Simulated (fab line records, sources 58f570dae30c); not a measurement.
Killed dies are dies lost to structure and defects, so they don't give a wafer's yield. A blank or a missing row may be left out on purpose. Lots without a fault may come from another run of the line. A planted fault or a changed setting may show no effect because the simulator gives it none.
Which tool did it? | flow berkeley_cmos170 | 14 lots, 42 wafers sampled, at 6 steps of a route of 331

WHAT THE GAUGES READ, wafer by wafer
UCB170_NLDD_TW_MEAS_11.
lot  | measured     | on            | NLDD_TW
L928 | day 7 03:53  | film_metro-02 | 2203 2217 2227
L931 | day 7 17:37  | film_metro-01 | 2203 2223 2215
L930 | day 7 17:53  | film_metro-02 | 2209 2208 2223
L934 | day 8 07:35  | film_metro-02 | 2227 2217 2214
L933 | day 8 07:59  | film_metro-03 | 2230 2236 2233
L936 | day 8 20:25  | film_metro-02 | 2218 2227 2223
L937 | day 9 10:14  | film_metro-01 | 2225 2223 2230
L938 | day 9 10:34  | film_metro-02 | 2245 2232 2248
L943 | day 10 09:31 | film_metro-03 | 2233 2229 2233
L944 | day 10 10:09 | film_metro-02 | 2228 2216 2219
L945 | day 10 16:59 | film_metro-03 | 2232 2236 2243
L947 | day 11 05:52 | film_metro-01 | 2233 2232 2234
L948 | day 11 06:19 | film_metro-01 | 2227 2223 2233
L951 | day 11 21:07 | film_metro-03 | 2215 2214 2210

UCB170_NSD_TW_MEAS_10.
lot  | measured     | on            | NSD_TW
L928 | day 7 13:31  | film_metro-02 | 4195 4174 4171
L931 | day 8 03:50  | film_metro-01 | 4187 4174 4178
L930 | day 8 03:43  | film_metro-02 | 4177 4188 4183
L934 | day 8 20:32  | film_metro-01 | 4154 4180 4180
L933 | day 8 20:49  | film_metro-01 | 4196 4168 4184
L936 | day 9 02:21  | film_metro-03 | 4209 4216 4200
L937 | day 9 22:55  | film_metro-03 | 4209 4211 4217
L938 | day 9 23:16  | film_metro-01 | 4206 4192 4206
L943 | day 10 20:43 | film_metro-01 | 4188 4177 4182
L944 | day 10 20:26 | film_metro-02 | 4203 4205 4193
L945 | day 11 04:52 | film_metro-03 | 4181 4169 4148
L947 | day 11 13:19 | film_metro-02 | 4200 4199 4171
L948 | day 11 13:33 | film_metro-01 | 4175 4179 4175
L951 | day 12 08:24 | film_metro-03 | 4188 4200 4195

UCB170_SDANNEAL_RS_MEAS_03: measures by four-point-probe.
lot  | measured     | on            | NSD_RS (ohm/sq)
L928 | day 7 15:36  | film_metro-03 | 37.25 37.14 37.30
L931 | day 8 05:38  | film_metro-03 | 37.19 37.23 37.37
L930 | day 8 05:11  | film_metro-01 | 37.22 37.34 37.32
L934 | day 8 21:47  | film_metro-03 | 37.19 37.11 37.13
L933 | day 8 22:11  | film_metro-01 | 37.39 37.37 37.43
L936 | day 9 03:55  | film_metro-02 | 37.23 37.19 37.21
L937 | day 10 00:17 | film_metro-03 | 37.33 37.33 37.14
L938 | day 10 01:08 | film_metro-03 | 37.26 37.31 37.25
L943 | day 10 22:21 | film_metro-03 | 37.27 37.32 37.36
L944 | day 10 21:58 | film_metro-01 | 37.14 37.14 37.24
L945 | day 11 06:28 | film_metro-02 | 37.14 37.19 37.22
L947 | day 11 14:48 | film_metro-01 | 37.38 37.21 37.34
L948 | day 11 15:01 | film_metro-03 | 37.14 37.13 37.07
L951 | day 12 09:50 | film_metro-01 | 37.37 37.31 37.19

UCB170_SILICIDE_RS_MEAS_02: measures by four-point-probe.
lot  | measured     | on            | SILICIDE_TI_RS (ohm/sq)
L928 | day 7 16:05  | film_metro-02 | 27.7 27.7 27.2
L931 | day 8 06:05  | film_metro-02 | 27.3 27.8 28.2
L930 | day 8 05:38  | film_metro-04 | 28.1 27.8 28.0
L934 | day 8 22:14  | film_metro-04 | 27.6 28.1 27.7
L933 | day 8 22:38  | film_metro-03 | 27.4 27.2 27.5
L936 | day 9 04:22  | film_metro-03 | 27.8 28.0 28.4
L937 | day 10 00:44 | film_metro-02 | 27.2 27.8 27.9
L938 | day 10 01:36 | film_metro-02 | 27.3 27.1 27.0
L943 | day 10 22:49 | film_metro-04 | 27.5 27.7 27.7
L944 | day 10 22:25 | film_metro-04 | 27.5 27.1 27.3
L945 | day 11 06:55 | film_metro-03 | 27.5 28.3 29.5
L947 | day 11 15:16 | film_metro-04 | 27.4 28.1 27.7
L948 | day 11 15:29 | film_metro-03 | 27.5 29.3 27.6
L951 | day 12 10:17 | film_metro-04 | 27.3 28.1 27.5

UCB170_SILICIDE_THK_MEAS_03: measures by xrf.
lot  | measured     | on            | SILICIDE_TI_THK (nm)
L928 | day 7 16:12  | film_metro-02 | 28.1 28.2 28.4
L931 | day 8 06:11  | film_metro-02 | 28.2 27.9 27.7
L930 | day 8 05:44  | film_metro-04 | 27.5 27.8 27.7
L934 | day 8 22:21  | film_metro-04 | 27.9 27.6 27.9
L933 | day 8 22:45  | film_metro-03 | 28.4 28.7 28.4
L936 | day 9 04:29  | film_metro-03 | 27.9 27.6 27.4
L937 | day 10 00:50 | film_metro-02 | 28.2 27.6 27.5
L938 | day 10 01:41 | film_metro-02 | 28.2 28.3 28.4
L943 | day 10 22:55 | film_metro-04 | 28.1 28.1 28.0
L944 | day 10 22:32 | film_metro-04 | 28.1 28.6 28.4
L945 | day 11 07:01 | film_metro-03 | 28.0 27.2 26.4
L947 | day 11 15:23 | film_metro-04 | 28.4 27.5 27.9
L948 | day 11 15:36 | film_metro-03 | 28.0 26.6 27.9
L951 | day 12 10:24 | film_metro-04 | 28.1 27.4 28.1

WHICH TOOL RAN EACH LOT (tool, then ch and the chambers of the sampled wafers, then the start)
lot  | UCB170_SILICIDE_SPUTTER_01
L928 | pvd_sputter-03, day 7 16:01
L931 | pvd_sputter-03, day 8 06:01
L930 | pvd_sputter-02, day 8 05:34
L934 | pvd_sputter-04, day 8 22:12
L933 | pvd_sputter-02, day 8 22:36
L936 | pvd_sputter-02, day 9 04:20
L937 | pvd_sputter-03, day 10 00:41
L938 | pvd_sputter-02, day 10 01:31
L943 | pvd_sputter-02, day 10 22:46
L944 | pvd_sputter-03, day 10 22:23
L945 | pvd_sputter-03, day 11 06:50
L947 | pvd_sputter-04, day 11 15:14
L948 | pvd_sputter-03, day 11 15:27
L951 | pvd_sputter-02, day 12 10:15
- UCB170_SILICIDE_SPUTTER_01: material Ti, target thk 30 nm, time 23.75 s.

WHAT THE TOOLS THEMSELVES READ (means of the sampled wafers that have a number; where no wafer has one, the mark that the record gives instead)
UCB170_SILICIDE_SPUTTER_01.
lot  | tool           | throttle_valve_pct (%)
L928 | pvd_sputter-03 | 29.5
L931 | pvd_sputter-03 | 29.6
L930 | pvd_sputter-02 | 29.1
L934 | pvd_sputter-04 | 29.8
L933 | pvd_sputter-02 | 28.9
L936 | pvd_sputter-02 | 29.5
L937 | pvd_sputter-03 | 29.3
L938 | pvd_sputter-02 | 29.2
L943 | pvd_sputter-02 | 29.2
L944 | pvd_sputter-03 | 29.2
L945 | pvd_sputter-03 | 29.7
L947 | pvd_sputter-04 | 29.8
L948 | pvd_sputter-03 | 30.0
L951 | pvd_sputter-02 | 28.9

THE ANSWER, worked out from the rows above alone
Rule: what is usual is taken from the lots themselves. Put in order of their means at a reading, lots are off if they are a third of the lots or fewer, leave a main group of 4 or more, and stand apart from it by a gap of 3 or more times the standard deviation of the main group's means; of several such gaps the widest counts. A main group whose means are all the same, to the digits that the tables above print for the reading, isn't used. A lot without any number at a reading at which 4 lots or more have one is off too. The other lots that the step has rows for count as sound. The gauges are gone through in route order, then the tools' own readings, and for those a lot's mean is taken as printed above. The first step at which some lot is off is used, and at that step the reading that is off furthest; a lot without a number counts as furthest.
No lot is off at any reading shown: from this, nothing can be told.

WHAT THE SIMULATOR HAD PUT IN
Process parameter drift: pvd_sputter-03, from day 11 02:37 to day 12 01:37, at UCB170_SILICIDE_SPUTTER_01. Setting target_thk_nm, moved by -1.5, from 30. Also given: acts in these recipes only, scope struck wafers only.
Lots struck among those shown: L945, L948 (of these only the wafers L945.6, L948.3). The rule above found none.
